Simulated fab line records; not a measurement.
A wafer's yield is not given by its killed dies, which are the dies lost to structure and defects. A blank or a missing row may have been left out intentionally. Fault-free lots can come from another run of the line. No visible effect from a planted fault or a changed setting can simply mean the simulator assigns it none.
The same fault as seen by 2 desks :: flow rit_cmos :: each desk holds nothing but its own numbers, with what lay behind them at the end

AT THE METROLOGY DESK
Means of the sampled wafers that have a number, per lot and without regard to the tool the lot ran on: this is what the gauges read. Any lot whose mean is over 4 standard deviations away from the usual mean is out of limits and marked OUT; that distance is given in the brackets.
Columns: A = INCOMING_BOW at RIT_ACTIVE_BOW_MEAS_00, usual 0 um; B = ACTIVE_NITRIDE_THK at RIT_ACTIVE_THK_MEAS_04, usual 149.8 nm; C = cd_nm at RIT_CONTACT_CD_MEAS_08, usual 999.8 nm
lot: L851
first seen here: day 1 10:01
A: 0
B: 147.5
C: 1001.0

lot: L854
first seen here: day 2 01:00
A: 2
B: 148.8
C: 1000.7

lot: L855
first seen here: day 2 06:00
A: 1
B: 148.4
C: 996.4

lot: L856
first seen here: day 2 11:02
A: 0
B: 121.2 (-24) OUT
C: 1000.6

lot: L857
first seen here: day 2 16:01
A: 2
B: 122.9 (-22) OUT
C: 999.5

lot: L864
first seen here: day 4 03:00
A: -3
B: 148.6
C: 1002.2

lot: L865
first seen here: day 4 08:00
A: -1
B: 149.7
C: 997.9

lot: L866
first seen here: day 4 13:01
A: 0
B: 151.0
C: 997.3

lot: L868
first seen here: day 4 23:00
A: -0
B: 150.5
C: 998.8

lot: L870
first seen here: day 5 09:01
A: 1
B: 149.2
C: 997.7

lot: L871
first seen here: day 5 14:01
A: 0
B: 149.2
C: 1002.7

lot: L872
first seen here: day 5 19:00
A: 3
B: 149.4
C: 998.1

lot: L873
first seen here: day 6 00:01
A: -2
B: 150.3
C: 998.5

lot: L874
first seen here: day 6 05:02
A: 1
B: 149.5
C: 1003.6
This desk reports L856, L857 out of limits; the earliest was L856 at day 2 14:33 (ACTIVE_NITRIDE_THK at RIT_ACTIVE_THK_MEAS_04). L851, L854, L855, L864, L865, L866, L868, L870, L871, L872, L873, L874: within limits.

DESK OF THE TOOL OWNER: lpcvd-02
The tool's own readings at RIT_ACTIVE_CVD_03 (deposits Si3N4 from SiH2Cl2/NH3, target thk 150 nm, time 1500 s): means of the sampled wafers that have a number, for each lot that ran on this tool. Any lot whose mean is over 4 standard deviations away from the usual mean is out of limits and marked OUT; that distance is given in the brackets.
Columns: A = pressure_mtorr at RIT_ACTIVE_CVD_03, usual 300.0 mTorr; B = spike_tc_source_C at RIT_ACTIVE_CVD_03, usual 832.0 C
lot: L851
first seen here: day 1 12:07
A: 299.6
B: 833.6

lot: L854
first seen here: day 2 03:07
A: 299.9
B: 832.8

lot: L856
first seen here: day 2 13:07
A: 150.1 (-99 or more) OUT
B: 831.1

lot: L857
first seen here: day 2 18:07
A: 149.4 (-99 or more) OUT
B: 830.4

lot: L872
first seen here: day 5 21:16
A: 299.9
B: 830.3
This desk's finding: out of limits on L856, L857; first on L856, day 2 13:07 (pressure_mtorr at RIT_ACTIVE_CVD_03). L851, L854, L872: within limits.

BROUGHT TOGETHER
At day 2 13:07, on L856, L857, the tool owner's desk was in a position to raise an alarm.
On L856, L857, the metrology desk was in a position to raise an alarm at day 2 14:33.
Of the lots named, all ran RIT_ACTIVE_CVD_03 on lpcvd-02.

WHAT WAS PUT IN BY THE SIMULATOR
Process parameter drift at RIT_ACTIVE_CVD_03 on lpcvd-02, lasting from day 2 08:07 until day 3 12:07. The setting pressure_mtorr was moved by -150, starting from 300. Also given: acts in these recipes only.
Shown lots that were struck: L856, L857.
Time in hours from fault onset to the first out-of-limits reading at each desk: tool owner's desk 5, metrology desk 6.
